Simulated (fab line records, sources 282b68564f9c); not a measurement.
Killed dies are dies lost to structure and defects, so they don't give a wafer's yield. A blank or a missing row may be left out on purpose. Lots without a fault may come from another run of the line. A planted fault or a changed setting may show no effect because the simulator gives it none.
fab line records | flow rit_cmos
record lots=7 wafers=21 last_day=7
route steps=202 shown PLDD@116 SPACER@125 NSD@131 PSD@142 SDANNEAL@153 SILICIDE@161 M1@202
lots that met no fault: from a run of the same line without faults
start_h: hours from the record's first day to the start of the lot's first wafer shown | wait_h: hours since the lot's step before | " the same as in the row above | L1.1+2: a row that stands for several wafers | - no value, or no start given | * or withheld: withheld | < > ~ a bound
route shown NAME@n: a module of which the file shows steps, and the number in the route of the first | usual: mean/standard deviation of fault-free wafers | same: alike in all rows | chamber/n: place in a boat | sites: the reading at each site | _std_site: their standard deviation | _edge_site: outer sites' mean less inner sites' | radius_mm: how far each site lies from the wafer's centre | mask NAME#n: copy n | behind: the tool/chamber that last shaped the wafer | hold: why the lot was held/for how many hours/how that ended | device: the transistor (n, p or np) that didn't switch | end of line: the same wafers' tests at the end of the route | a step without rows: its recipe alone | killed: dies lost to structure and defects at the first sort, not the wafer's yield | map: a wafer's dies, x killed, . not, _ none there
set.NAME: the setting as run; set.NAME@STEP: as run at that earlier step | model.NAME: the simulator's own value behind a step, which no gauge read
lots at some steps of the route; a table a step, a row a wafer
services: from which hour (start_h, from the record's first day; less than 0 if before it) a tool's chamber was out of use, for how many hours, and why
## steps
# step RIT_PLDD_SOFTBAKE_02
# recipe resist=NOVOLAK temp_c=90 time_s=60
# step RIT_PLDD_EXPOSE_03
# recipe mask_id=M8 na=0.57 target_cd_nm=40900 dose_mj=250
# step RIT_PLDD_PEB_04
# recipe resist=NOVOLAK temp_c=withheld time_s=withheld
# step RIT_PLDD_DEVELOP_05
# recipe resist=NOVOLAK develop_time_s=50 dev_temp_c=23
# step RIT_PLDD_OVL_MEAS_06
# usual PLDD_OVL=-0.7/1.4
# columns lot.wafer tool chamber start_h wait_h PLDD_OVL[nm]
L536.4 overlay-01 - 44.17 - 2.2
L536.5 " - " " 0.0
L536.6 " - " " 0.3
L538.3 overlay-01 - 54.50 - 1.4
L538.4 " - " " 2.0
L538.6 " - " " 0.7
L540.2 overlay-01 - 64.93 - -2.2
L540.3 " - " " -0.6
L540.6 " - " " -2.0
L553.1 overlay-02 - 128.33 - -0.2
L553.4 " - " " 0.3
L553.5 " - " " 0.4
L554.1 overlay-02 - 133.57 - 1.8
L554.3 " - " " 0.9
L554.6 " - " " 1.5
L557.1 overlay-02 - 149.79 - 1.6
L557.5 " - " " 1.7
L557.6 " - " " 1.0
L558.2 overlay-01 - 154.91 - -1.9
L558.3 " - " " -1.0
L558.6 " - " " -1.5
# step RIT_PLDD_HARDBAKE_07
# recipe resist=NOVOLAK temp_c=140 time_s=60
# step RIT_PLDD_IMPLANT_08
# recipe species=BF2 energy_kev=20 dose_cm2=9e+14 tilt_deg=7
# step RIT_PLDD_STRIP_09
# recipe chemistry=O2 time_s=180 resist=NOVOLAK platen_temp_c=withheld power_w=500 pressure_mtorr=4000 o2_flow_sccm=4000
# usual drypump_motor_current_A=5.70/0.22
# columns lot.wafer tool chamber start_h wait_h drypump_motor_current_A rf_hours_counter_h
L536.4 plasma_asher-02 0 44.55 0.1 5.62 -
L536.5 " 1 " " 5.57 -
L536.6 " 0 " " 5.62 -
L538.3 plasma_asher-01 1 54.88 0.1 5.77 -
L538.4 " 0 " " 6.17 -
L538.6 " 0 " " 6.20 -
L540.2 plasma_asher-02 0 65.26 0.1 5.62 34
L540.3 " 0 " " 5.62 -
L540.6 " 1 " " 5.55 -
L553.1 plasma_asher-03 0 128.67 0.1 5.96 50
L553.4 " 1 " " 5.47 -
L553.5 " 0 " " 5.94 -
L554.1 plasma_asher-02 1 133.91 0.1 5.52 2
L554.3 " 1 " " 5.54 -
L554.6 " 0 " " 5.62 -
L557.1 plasma_asher-02 1 150.13 0.1 5.55 3
L557.5 " 1 " " 5.55 -
L557.6 " 0 " " 5.62 -
L558.2 plasma_asher-03 0 155.24 0.1 5.93 51
L558.3 " 0 " " 5.97 -
L558.6 " 1 " " 5.46 -
# step RIT_PLDD_TW_MEAS_10
# usual PLDD_TW=2330/12
# columns lot.wafer tool chamber start_h wait_h PLDD_TW
L536.4 film_metro-04 - 44.70 0.1 2333
L536.5 " - " " 2315
L536.6 " - " " 2318
L538.3 film_metro-04 - 55.02 0.1 2344
L538.4 " - " " 2330
L538.6 " - " " 2334
L540.2 film_metro-03 - 65.45 0.1 2323
L540.3 " - " " 2335
L540.6 " - " " 2339
L553.1 film_metro-03 - 128.84 0.1 2324
L553.4 " - " " 2336
L553.5 " - " " 2332
L554.1 film_metro-03 - 134.08 0.1 2332
L554.3 " - " " 2331
L554.6 " - " " 2345
L557.1 film_metro-03 - 150.30 0.1 2336
L557.5 " - " " 2342
L557.6 " - " " 2344
L558.2 film_metro-04 - 155.42 0.1 2320
L558.3 " - " " 2323
L558.6 " - " " 2328
# step RIT_SPACER_CLEAN_00
# recipe chemistry=SC1 mix=3:3:50 time_s=600 temp_c=75
# step RIT_SPACER_CLEAN_01
# recipe chemistry=dHF dilution=50:1 time_s=30
# step RIT_SPACER_CLEAN_02
# recipe chemistry=SC2 mix=3:3:50 time_s=600 temp_c=75 dry=n2_spin
# step RIT_SPACER_CVD_03
# recipe material=Si3N4 target_thk_nm=250 temp_c=810 precursor=SiH2Cl2/NH3 time_s=3300 pressure_mtorr=300 sih2cl2_flow_sccm=60 nh3_flow_sccm=150
# usual nh3_flow_sccm=150.1/0.42 sih2cl2_flow_sccm=60.02/0.18 zone_power_load_pct=22.7/1.7
# columns lot.wafer tool chamber start_h wait_h nh3_flow_sccm sih2cl2_flow_sccm zone_power_load_pct model.Si3N4_of_SPACER_CVD_03.thk_nm
L536.4 lpcvd-01 1 45.16 0.0 149.8 60.01 20.4 248.9
L536.5 " 1 " " 150.1 59.99 20.0 246.4
L536.6 " 1 " " 150.3 60.14 20.5 247.3
L538.3 lpcvd-02 0 55.43 0.0 150.1 60.07 23.8 251.4
L538.4 " 0 " " 150.1 60.11 24.4 251.1
L538.6 " 0 " " 149.6 59.81 24.3 251.8
L540.2 lpcvd-02 0 65.86 0.0 150.1 60.16 24.4 249.2
L540.3 " 0 " " 150.3 60.26 24.3 248.4
L540.6 " 0 " " 149.6 60.19 24.2 248.2
L553.1 lpcvd-02 1 129.30 0.0 149.5 71.80 23.7 267.9
L553.4 " 1 " " 150.1 71.92 23.6 266.4
L553.5 " 1 " " 149.4 71.81 23.7 266.2
L554.1 lpcvd-02 0 134.51 0.0 149.7 72.44 24.5 267.1
L554.3 " 0 " " 150.1 72.03 24.9 266.3
L554.6 " 0 " " 150.0 72.14 24.1 266.7
L557.1 lpcvd-01 0 150.74 0.0 150.0 60.20 21.1 251.3
L557.5 " 0 " " 150.7 60.05 21.3 248.9
L557.6 " 0 " " 149.6 60.25 21.3 251.6
L558.2 lpcvd-02 1 155.87 0.0 150.0 72.07 23.3 265.2
L558.3 " 1 " " 150.6 72.19 23.8 267.1
L558.6 " 1 " " 150.2 72.14 23.9 267.5
# step RIT_SPACER_THK_MEAS_04
# recipe reads=Si3N4_of_SPACER_CVD_03
# usual SPACER_NITRIDE_THK=250.5/2
# columns lot.wafer tool chamber start_h wait_h SPACER_NITRIDE_THK[nm]
L536.4 film_metro-04 - 47.11 0.0 248.8
L536.5 " - " " 246.2
L536.6 " - " " 247.3
L538.3 film_metro-01 - 57.36 0.0 251.3
L538.4 " - " " 251.2
L538.6 " - " " 251.7
L540.2 film_metro-04 - 67.79 0.0 249.2
L540.3 " - " " 248.5
L540.6 " - " " 248.2
L553.1 film_metro-04 - 131.22 0.0 267.8
L553.4 " - " " 266.4
L553.5 " - " " 266.1
L554.1 film_metro-04 - 136.43 0.0 267.0
L554.3 " - " " 266.1
L554.6 " - " " 266.9
L557.1 film_metro-01 - 152.66 0.0 251.4
L557.5 " - " " 248.9
L557.6 " - " " 251.6
L558.2 film_metro-04 - 157.80 0.0 265.1
L558.3 " - " " 267.3
L558.6 " - " " 267.4
# step RIT_SPACER_ETCHBACK_05
# recipe target_depth_a=2500 SF6_flow_sccm=30 CHF3_flow_sccm=30 target=Si3N4 chemistry=SF6/CHF3 pressure_mtorr=40 rf_w=250 time_s=230.9 stop_on=SiO2
# usual drypump_motor_current_A=5.8/0.43 oes_product_au=0.869/0.016 throttle_valve_pct=10.29/0.12
# columns lot.wafer tool chamber start_h wait_h drypump_motor_current_A oes_product_au rf_hours_counter_h throttle_valve_pct model.etch.depth_nm
L536.4 rie_diel-01 2 47.14 0.0 5.7 0.890 56 10.39 248.9
L536.5 " 1 " " 6.6 0.865 - 10.06 246.4
L536.6 " 2 " " 5.7 0.880 - 10.39 247.3
L538.3 rie_diel-02 1 57.40 0.0 4.9 0.890 150 10.23 251.4
L538.4 " 3 " " 6.0 0.885 119 10.46 251.1
L538.6 " 3 " " 6.0 0.889 - 10.49 251.8
L540.2 rie_diel-03 3 67.84 0.0 5.9 0.854 66 10.20 249.2
L540.3 " 2 " " 6.1 0.881 137 10.25 248.4
L540.6 " 1 " " 6.1 0.854 - 10.21 248.2
L553.1 rie_diel-01 1 131.28 0.1 6.6 0.917 7 10.09 267.9
L553.4 " 0 " " 5.5 0.911 7 10.32 266.4
L553.5 " 2 " " 5.7 0.936 - 10.40 266.2
L554.1 rie_diel-03 1 136.49 0.1 6.1 0.906 59 10.23 267.1
L554.3 " 3 " " 5.9 0.893 67 10.21 266.3
L554.6 " 3 " " 5.8 0.896 - 10.21 266.7
L557.1 rie_diel-01 3 152.72 0.1 5.5 0.884 6 10.54 251.3
L557.5 " 3 " " 5.6 0.878 - 10.52 248.9
L557.6 " 0 " " 5.5 0.876 - 10.31 251.6
L558.2 rie_diel-01 3 157.85 0.0 5.6 0.917 6 10.52 265.2
L558.3 " 2 " " 5.7 0.928 57 10.42 267.1
L558.6 " 0 " " 5.5 0.920 - 10.30 267.5
# step RIT_NSD_HMDS_00
# recipe prime_time_s=60 prime_temp_c=140
# step RIT_NSD_COAT_01
# recipe resist=NOVOLAK spin_rpm=3250 resist_thk_nm=1000
# step RIT_NSD_SOFTBAKE_02
# recipe resist=NOVOLAK temp_c=90 time_s=60
# step RIT_NSD_EXPOSE_03
# recipe mask_id=M9 na=0.57 target_cd_nm=40700 dose_mj=250
# step RIT_NSD_PEB_04
# recipe resist=NOVOLAK temp_c=withheld time_s=withheld
# step RIT_NSD_DEVELOP_05
# recipe resist=NOVOLAK develop_time_s=50 dev_temp_c=23
# step RIT_NSD_OVL_MEAS_06
# usual NSD_OVL=-1.5/2
# columns lot.wafer tool chamber start_h wait_h NSD_OVL[nm]
L536.4 overlay-02 - 48.28 - 0.4
L536.5 " - " " -0.2
L536.6 " - " " 1.0
L538.3 overlay-02 - 58.43 - -3.8
L538.4 " - " " -1.3
L538.6 " - " " -0.7
L540.2 overlay-01 - 68.97 - -6.3
L540.3 " - " " -5.9
L540.6 " - " " -4.9
L553.1 overlay-01 - 132.29 - -2.8
L553.4 " - " " -3.6
L553.5 " - " " -1.5
L554.1 overlay-01 - 137.61 - -3.0
L554.3 " - " " -3.9
L554.6 " - " " -4.3
L557.1 overlay-01 - 153.72 - -4.6
L557.5 " - " " -3.2
L557.6 " - " " -3.5
L558.2 overlay-02 - 158.98 - -1.4
L558.3 " - " " -1.4
L558.6 " - " " -1.1
# step RIT_NSD_HARDBAKE_07
# recipe resist=NOVOLAK temp_c=140 time_s=60
# step RIT_NSD_IMPLANT_08
# recipe species=P energy_kev=25 dose_cm2=1e+15 tilt_deg=7
# step RIT_NSD_STRIP_09
# recipe chemistry=O2 time_s=180 resist=NOVOLAK platen_temp_c=withheld power_w=500 pressure_mtorr=4000 o2_flow_sccm=4000
# usual drypump_motor_current_A=5.6/0.4
# columns lot.wafer tool chamber start_h wait_h drypump_motor_current_A rf_hours_counter_h
L536.4 plasma_asher-03 0 48.66 0.1 5.9 -
L536.5 " 0 " " 5.9 -
L536.6 " 1 " " 5.5 -
L538.3 plasma_asher-01 0 58.81 0.1 6.2 -
L538.4 " 1 " " 5.8 -
L538.6 " 1 " " 5.7 -
L540.2 plasma_asher-04 0 69.30 0.1 5.4 47
L540.3 " 1 " " 5.0 -
L540.6 " 1 " " 5.0 -
L553.1 plasma_asher-01 0 132.62 0.1 6.2 37
L553.4 " 1 " " 5.7 -
L553.5 " 1 " " 5.7 -
L554.1 plasma_asher-01 0 137.95 0.1 6.2 37
L554.3 " 1 " " 5.7 -
L554.6 " 0 " " 6.2 -
L557.1 plasma_asher-03 0 154.06 0.1 6.0 51
L557.5 " 1 " " 5.5 -
L557.6 " 0 " " 5.9 -
L558.2 plasma_asher-04 0 159.31 0.1 5.4 58
L558.3 " 0 " " 5.4 -
L558.6 " 1 " " 5.0 -
# step RIT_NSD_TW_MEAS_10
# usual NSD_TW=3100/16
# columns lot.wafer tool chamber start_h wait_h NSD_TW
L536.4 film_metro-04 - 48.80 0.1 3118
L536.5 " - " " 3092
L536.6 " - " " 3108
L538.3 film_metro-04 - 58.95 0.1 3121
L538.4 " - " " 3107
L538.6 " - " " 3085
L540.2 film_metro-02 - 69.49 0.1 3117
L540.3 " - " " 3098
L540.6 " - " " 3095
L553.1 film_metro-02 - 132.80 0.1 3081
L553.4 " - " " 3092
L553.5 " - " " 3093
L554.1 film_metro-04 - 138.12 0.1 3077
L554.3 " - " " 3074
L554.6 " - " " 3061
L557.1 film_metro-02 - 154.23 0.1 3066
L557.5 " - " " 3068
L557.6 " - " " 3070
L558.2 film_metro-03 - 159.49 0.1 3105
L558.3 " - " " 3117
L558.6 " - " " 3103
# step RIT_PSD_HMDS_00
# recipe prime_time_s=60 prime_temp_c=140
# step RIT_PSD_COAT_01
# recipe resist=NOVOLAK spin_rpm=3318 resist_thk_nm=1000
# step RIT_PSD_SOFTBAKE_02
# recipe resist=NOVOLAK temp_c=90 time_s=60
# step RIT_PSD_EXPOSE_03
# recipe mask_id=M10 na=0.57 target_cd_nm=40900 dose_mj=250
# step RIT_PSD_PEB_04
# recipe resist=NOVOLAK temp_c=withheld time_s=withheld
# step RIT_PSD_DEVELOP_05
# recipe resist=NOVOLAK develop_time_s=50 dev_temp_c=23
# step RIT_PSD_OVL_MEAS_06
# usual PSD_OVL=-0.6/1.1
# columns lot.wafer tool chamber start_h wait_h PSD_OVL[nm]
L536.4 overlay-01 - 49.83 - -0.3
L536.5 " - " " 0.9
L536.6 " - " " 0.6
L538.3 overlay-02 - 59.98 - -1.7
L538.4 " - " " -1.4
L538.6 " - " " -2.2
L540.2 overlay-01 - 70.55 - -0.3
L540.3 " - " " 0.0
L540.6 " - " " -0.3
L553.1 overlay-01 - 133.71 - 0.6
L553.4 " - " " -1.1
L553.5 " - " " 0.8
L554.1 overlay-02 - 139.03 - 0.8
L554.3 " - " " 0.4
L554.6 " - " " 0.9
L557.1 overlay-01 - 155.35 - -1.7
L557.5 " - " " -1.5
L557.6 " - " " -2.7
L558.2 overlay-02 - 160.40 - 0.7
L558.3 " - " " 0.2
L558.6 " - " " 1.0
# step RIT_PSD_HARDBAKE_07
# recipe resist=NOVOLAK temp_c=139.5 time_s=60
# step RIT_PSD_IMPLANT_08
# recipe species=BF2 energy_kev=27 dose_cm2=5e+15 tilt_deg=7
# step RIT_PSD_STRIP_09
# recipe chemistry=O2 time_s=180 resist=NOVOLAK platen_temp_c=withheld power_w=500 pressure_mtorr=4000 o2_flow_sccm=4000
# usual drypump_motor_current_A=5.7/0.35
# columns lot.wafer tool chamber start_h wait_h drypump_motor_current_A rf_hours_counter_h
L536.4 plasma_asher-01 1 50.20 0.1 5.8 -
L536.5 " 1 " " 5.8 -
L536.6 " 0 " " 6.2 -
L538.3 plasma_asher-02 0 60.36 0.1 5.6 -
L538.4 " 1 " " 5.5 -
L538.6 " 1 " " 5.5 -
L540.2 plasma_asher-04 0 70.88 0.1 5.4 47
L540.3 " 0 " " 5.4 -
L540.6 " 0 " " 5.4 -
L553.1 plasma_asher-04 0 134.04 0.1 5.4 55
L553.4 " 0 " " 5.4 -
L553.5 " 1 " " 5.1 -
L554.1 plasma_asher-04 1 139.37 0.1 5.0 56
L554.3 " 0 " " 5.4 -
L554.6 " 1 " " 5.0 -
L557.1 plasma_asher-01 0 155.69 0.1 6.2 39
L557.5 " 1 " " 5.8 -
L557.6 " 0 " " 6.2 -
L558.2 plasma_asher-02 0 160.73 0.1 5.6 5
L558.3 " 0 " " 5.6 -
L558.6 " 1 " " 5.6 -
# step RIT_PSD_TW_MEAS_10
# usual PSD_TW=3402/20
# columns lot.wafer tool chamber start_h wait_h PSD_TW
L536.4 film_metro-04 - 50.35 0.1 3410
L536.5 " - " " 3412
L536.6 " - " " 3417
L538.3 film_metro-04 - 60.50 0.1 3382
L538.4 " - " " 3417
L538.6 " - " " 3408
L540.2 film_metro-03 - 71.06 0.1 3433
L540.3 " - " " 3399
L540.6 " - " " 3404
L553.1 film_metro-04 - 134.22 0.1 3380
L553.4 " - " " 3375
L553.5 " - " " 3383
L554.1 film_metro-02 - 139.54 0.1 3391
L554.3 " - " " 3416
L554.6 " - " " 3400
L557.1 film_metro-04 - 155.86 0.1 3387
L557.5 " - " " 3402
L557.6 " - " " 3381
L558.2 film_metro-03 - 160.91 0.1 3428
L558.3 " - " " 3452
L558.6 " - " " 3427
# step RIT_SDANNEAL_CLEAN_00
# recipe chemistry=SC1 mix=3:3:50 time_s=600 temp_c=75
# step RIT_SDANNEAL_CLEAN_01
# recipe chemistry=dHF dilution=50:1 time_s=30
# step RIT_SDANNEAL_CLEAN_02
# recipe chemistry=SC2 mix=3:3:50 time_s=600 temp_c=75 dry=n2_spin
# step RIT_SDANNEAL_RTA_03
# recipe temp_c=1050 time_s=5 idle_temp_c=600 ramp_up_c_per_s=342 ramp_down_c_per_s=171 cool_to_c=600 ambient=N2
# usual chamber_o2_ppm=2.001/0.023 wafer_temp_C_max=1053.4/1.2
# columns lot.wafer tool chamber start_h wait_h chamber_o2_ppm wafer_temp_C_max
L536.4 rtp_anneal-01 0 50.79 0.0 1.977 1054.3
L536.5 " 0 " " 2.007 1052.0
L536.6 " 0 " " 2.003 1051.8
L538.3 rtp_anneal-01 0 60.94 0.0 1.980 1054.4
L538.4 " 0 " " 1.978 1053.4
L538.6 " 0 " " 1.988 1052.5
L540.2 rtp_anneal-01 0 71.49 0.0 1.992 1052.5
L540.3 " 0 " " 1.987 1055.0
L540.6 " 0 " " 1.945 1053.3
L553.1 rtp_anneal-02 0 134.65 0.0 2.033 1053.5
L553.4 " 0 " " 2.017 1054.0
L553.5 " 0 " " 1.997 1053.1
L554.1 rtp_anneal-01 0 139.97 0.0 2.019 1052.5
L554.3 " 0 " " 2.015 1052.9
L554.6 " 0 " " 1.978 1054.6
L557.1 rtp_anneal-02 0 156.29 0.0 2.015 1052.6
L557.5 " 0 " " 2.018 1055.7
L557.6 " 0 " " 2.019 1055.2
L558.2 rtp_anneal-01 0 161.38 0.0 1.993 1053.2
L558.3 " 0 " " 2.002 1053.8
L558.6 " 0 " " 1.996 1054.2
# step RIT_SDANNEAL_RS_MEAS_04
# recipe thk_meas_gauge=four-point-probe
# usual PSD_RS=115.9/0.33
# columns lot.wafer tool chamber start_h wait_h PSD_RS[ohm/sq]
L536.4 film_metro-03 - 50.88 0.1 116.1
L536.5 " - " " 116.0
L536.6 " - " " 116.1
L538.3 film_metro-03 - 61.02 0.1 115.2
L538.4 " - " " 115.3
L538.6 " - " " 115.4
L540.2 film_metro-03 - 71.56 0.1 115.9
L540.3 " - " " 115.7
L540.6 " - " " 116.2
L553.1 film_metro-02 - 134.76 0.1 115.9
L553.4 " - " " 116.3
L553.5 " - " " 115.6
L554.1 film_metro-02 - 140.03 0.0 116.5
L554.3 " - " " 116.6
L554.6 " - " " 116.8
L557.1 film_metro-03 - 156.35 0.0 115.4
L557.5 " - " " 115.7
L557.6 " - " " 116.0
L558.2 film_metro-02 - 161.50 0.1 116.0
L558.3 " - " " 116.0
L558.6 " - " " 115.7
# step RIT_SILICIDE_WET_ETCH_00
# recipe chemistry=BOE target=SiO2 target_depth_nm=14 time_s=15 dry=n2_spin dilution=10:1 temp_c=21.5
# columns lot.wafer tool chamber start_h wait_h model.Si3N4_of_SPACER_CVD_03.thk_nm
L536.4 wet_bench-04 2 51.30 0.0 196.2
L536.5 " 2 " " 194.5
L536.6 " 2 " " 195.3
L538.3 wet_bench-03 1 61.46 0.1 198.9
L538.4 " 1 " " 197.8
L538.6 " 1 " " 198.6
L540.2 wet_bench-01 1 72.02 0.1 195.7
L540.3 " 1 " " 194.9
L540.6 " 1 " " 195.2
L553.1 wet_bench-04 1 135.24 0.1 210.9
L553.4 " 1 " " 211
L553.5 " 1 " " 209.9
L554.1 wet_bench-04 1 140.51 0.1 210.2
L554.3 " 1 " " 208.8
L554.6 " 1 " " 209.4
L557.1 wet_bench-04 2 156.83 0.1 197.7
L557.5 " 2 " " 196.1
L557.6 " 2 " " 198.4
L558.2 wet_bench-01 1 161.96 0.1 209.7
L558.3 " 1 " " 211.1
L558.6 " 1 " " 212
# step RIT_M1_PROBE_99
# usual killed_at_contacts=0.1/0.24 killed_at_front_end=7/3 killed_dies=7/3 killed_open=3.2/1.8 killed_short=3.5/2.1
# same gross_dies=264 killed_at_M0_to_M3=0 killed_at_M4_up=0 killed_at_back_side=0 killed_at_other=0
# columns lot.wafer tool chamber start_h wait_h killed_at_contacts killed_at_front_end killed_dies killed_open killed_short model.etest.pplus_sal.width_nm model.etest.nplus_sal.width_nm model.etest.pwell_pinched.rs_ohm_sq model.etest.nwell_pinched.rs_ohm_sq model.etest.contact_nplus.end_ohm_um model.etest.diode_pplus_nwell.bv_v model.etest.nmos_0p15.tox_inv_nm model.etest.diode_nplus_comb.cj_ff_um2
L536.4 prober-01 - 58.93 0.2 0 5 5 0 5 3464 3461 460.1 330.9 40.66 6.517 4.294 2.648
L536.5 prober-01 - 58.98 0.2 0 2 2 0 2 3474 3476 459.8 333.7 40.87 6.492 4.256 2.67
L536.6 prober-01 - 59.03 0.2 0 5 5 2 3 3453 3473 455.4 333.5 40.14 6.516 4.336 2.646
L538.3 prober-01 - 68.64 0.2 0 5 5 1 4 3424 3428 446.9 325.3 40.8 6.551 4.356 2.605
L538.4 prober-01 - 68.69 0.2 0 5 5 3 2 3447 3461 455.1 330 39.8 6.582 4.318 2.629
L538.6 prober-01 - 68.79 0.2 0 3 3 3 0 3428 3432 456.8 330.3 39.58 6.606 4.335 2.613
L540.2 prober-01 - 79.01 0.1 0 6 6 3 3 3472 3464 451.8 338.2 39.87 6.625 4.298 2.662
L540.3 prober-01 - 79.06 0.2 0 8 8 2 6 3469 3472 463.8 338.3 39.25 6.665 4.233 2.666
L540.6 prober-01 - 79.21 0.2 0 5 5 5 0 3438 3442 452.2 339.5 39.47 6.7 4.215 2.671
L553.1 prober-01 - 142.23 0.1 0 9 9 3 6 3419 3417 445.6 322.1 37.53 6.522 4.486 2.499
L553.4 prober-01 - 142.38 0.2 1 7 8 5 3 3412 3402 435.7 319.1 37.08 6.444 4.552 2.452
L553.5 prober-01 - 142.43 0.2 0 7 7 3 4 3417 3406 445 323.1 38.18 6.551 4.391 2.503
L554.1 prober-02 - 147.86 0.1 0 3 3 1 2 3394 3387 444.7 322.4 38.65 6.497 4.473 2.52
L554.3 prober-02 - 147.96 0.2 0 10 10 7 3 3420 3417 447.9 327.5 39.26 6.553 4.406 2.578
L554.6 prober-02 - 148.11 0.2 0 9 9 6 3 3394 3403 451.2 323.5 39.84 6.523 4.389 2.547
L557.1 prober-01 - 163.72 0.1 0 6 6 3 3 3420 3428 459.4 331.6 41.77 6.521 4.358 2.649
L557.5 prober-01 - 163.92 0.2 0 4 4 2 2 3430 3405 454.7 332.5 40.75 6.575 4.277 2.653
L557.6 prober-01 - 163.97 0.2 0 5 5 2 3 3444 3420 453.2 327.6 41.27 6.482 4.33 2.636
L558.2 prober-02 - 169.04 0.1 0 3 3 1 2 3392 3404 445.9 320.2 39 6.563 4.595 2.464
L558.3 prober-02 - 169.09 0.2 0 6 6 3 3 3389 3400 439.6 318.3 38.79 6.47 4.56 2.461
L558.6 prober-02 - 169.24 0.2 0 5 5 3 2 3416 3384 434.4 316.7 37.33 6.493 4.59 2.407
# killed by level:class
L536.4 FOX1:geometric_particle:short=3 SPACER:geometric_particle:short=2
L536.5 FOX1:geometric_particle:short=1 REOX:geometric_particle:short=1
L536.6 FOX1:geometric_particle:open=2 FOX1:geometric_particle:short=2 FOX2:geometric_particle:short=1
L538.3 SPACER:geometric_particle:short=3 REOX:geometric_particle:short=1 SILICIDE:geometric_particle:open=1
L538.4 GATE:geometric_particle:open=3 GATE:geometric_particle:short=1 SPACER:geometric_particle:short=1
L538.6 SPACER:geometric_particle:open=2 SILICIDE:geometric_particle:open=1
L540.2 SILICIDE:geometric_particle:short=2 FOX2:geometric_particle:open=1 GATE:geometric_particle:open=1 REOX:geometric_particle:short=1 SILICIDE:geometric_particle:open=1
L540.3 GATE:geometric_particle:short=3 SPACER:geometric_particle:short=2 FOX2:geometric_particle:open=1 FOX2:geometric_particle:short=1 SPACER:geometric_particle:open=1
L540.6 GATE:geometric_particle:open=3 FOX2:geometric_particle:open=1 REOX:geometric_particle:open=1
L553.1 REOX:geometric_particle:short=3 GATE:geometric_particle:open=2 GATE:geometric_particle:short=2 REOX:geometric_particle:open=1 SPACER:geometric_particle:short=1
L553.4 GATE:geometric_particle:open=2 SILICIDE:geometric_particle:short=2 FOX1:geometric_particle:open=1 GATE:geometric_particle:short=1 REOX:geometric_particle:open=1 CONTACT:geometric_particle:open=1
L553.5 REOX:geometric_particle:short=2 FOX1:geometric_particle:short=1 FOX1:geometric_particle:open=1 REOX:geometric_particle:open=1 SPACER:geometric_particle:short=1 SILICIDE:geometric_particle:open=1
L554.1 FOX1:geometric_particle:open=1 GATE:geometric_particle:short=1 SILICIDE:geometric_particle:short=1
L554.3 GATE:geometric_particle:open=4 FOX2:geometric_particle:open=3 GATE:geometric_particle:short=2 SILICIDE:geometric_particle:short=1
L554.6 FOX1:geometric_particle:open=2 FOX2:geometric_particle:open=2 GATE:geometric_particle:open=2 FOX1:geometric_particle:short=1 FOX2:geometric_particle:short=1 SPACER:geometric_particle:short=1
L557.1 GATE:geometric_particle:open=2 FOX2:geometric_particle:open=1 FOX2:geometric_particle:short=1 GATE:geometric_particle:short=1 REOX:geometric_particle:short=1
L557.5 FOX1:geometric_particle:short=1 FOX2:geometric_particle:open=1 GATE:geometric_particle:short=1 REOX:geometric_particle:open=1
L557.6 FOX1:geometric_particle:open=2 SPACER:geometric_particle:short=2 FOX1:geometric_particle:short=1
L558.2 GATE:geometric_particle:open=1 SPACER:geometric_particle:short=1 SILICIDE:geometric_particle:short=1
L558.3 REOX:geometric_particle:open=2 SPACER:geometric_particle:short=2 FOX2:geometric_particle:open=1 SILICIDE:geometric_particle:short=1
L558.6 SPACER:geometric_particle:open=2 FOX1:geometric_particle:short=1 FOX2:geometric_particle:open=1 SILICIDE:geometric_particle:short=1
## services
# columns tool chamber start_h hours kind
rie_diel-03 0 22.45 14.5 repair
lpcvd-02 - 24.72 1.1 repair
plasma_asher-03 - 25.21 1.6 repair
plasma_asher-03 - 25.40 3.0 repair
rie_diel-03 2 26.62 7.9 repair
rie_diel-02 1 32.02 2.8 repair
rie_diel-02 1 58.30 5.1 repair
plasma_asher-03 - 60.21 2.8 pm
plasma_asher-03 - 81.50 28.1 pm
rie_diel-03 1 82.04 5.8 repair
rie_diel-02 1 90.58 3.9 repair
rie_diel-02 2 104.33 14.5 repair
rie_diel-01 - 107.19 14.6 pm
plasma_asher-02 - 108.75 9.0 pm
plasma_asher-02 0 108.75 9.0 vent_cycle
plasma_asher-02 1 108.75 9.0 vent_cycle
plasma_asher-02 0 117.75 - clean
plasma_asher-02 1 117.75 - clean
rie_diel-01 - 122.60 1.5 repair
rie_diel-02 0 128.17 2.4 repair
plasma_asher-03 - 131.59 9.1 repair
rie_diel-01 2 135.59 19.8 repair
rie_diel-02 1 143.58 - clean
rie_diel-02 2 143.72 1.5 repair
## key
first_sign step=RIT_SPACER_CVD_03 reading=sih2cl2_flow_sccm direction=up sigmas=68 usual=60.02 struck=72.06
effect step=RIT_SPACER_THK_MEAS_04 reading=SPACER_NITRIDE_THK direction=up sigmas=8.2 usual=250.5 struck=266.7
effect step=RIT_SPACER_ETCHBACK_05 reading=oes_product_au direction=up sigmas=2.8 usual=0.869 struck=0.914
model_effect step=RIT_SPACER_CVD_03 value=Si3N4_of_SPACER_CVD_03.thk_nm without=252.4 struck=266.7
model_effect step=RIT_SPACER_ETCHBACK_05 value=etch.depth_nm without=252.4 struck=266.7
model_effect step=RIT_SILICIDE_WET_ETCH_00 value=Si3N4_of_SPACER_CVD_03.thk_nm without=199 struck=210.3
model_effect step=RIT_M1_PROBE_99 value=etest.pplus_sal.width_nm without=3439 struck=3406
met_at RIT_SPACER_CVD_03
struck_wafers L553.1,L553.4,L553.5,L554.1,L554.3,L554.6,L558.2,L558.3,L558.6
tester_left_out L553,L554,L558
onset_between 65.86 129.30
fault kind=process_parameter_drift tool=lpcvd-02 chamber=- onset_h=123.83 steps=RIT_SPACER_CVD_03 channel=sih2cl2_flow_sccm offset=12 shape=step end_h=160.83 acts_in=these_recipes_only stated=60
# tester_left_out: of these lots the tester's yield and bins aren't shown, on N5 and GAA mostly nor the transistor test; their killed dies are dies lost to structure and defects alone, not to doping, threshold or leakage, so they don't give the yield
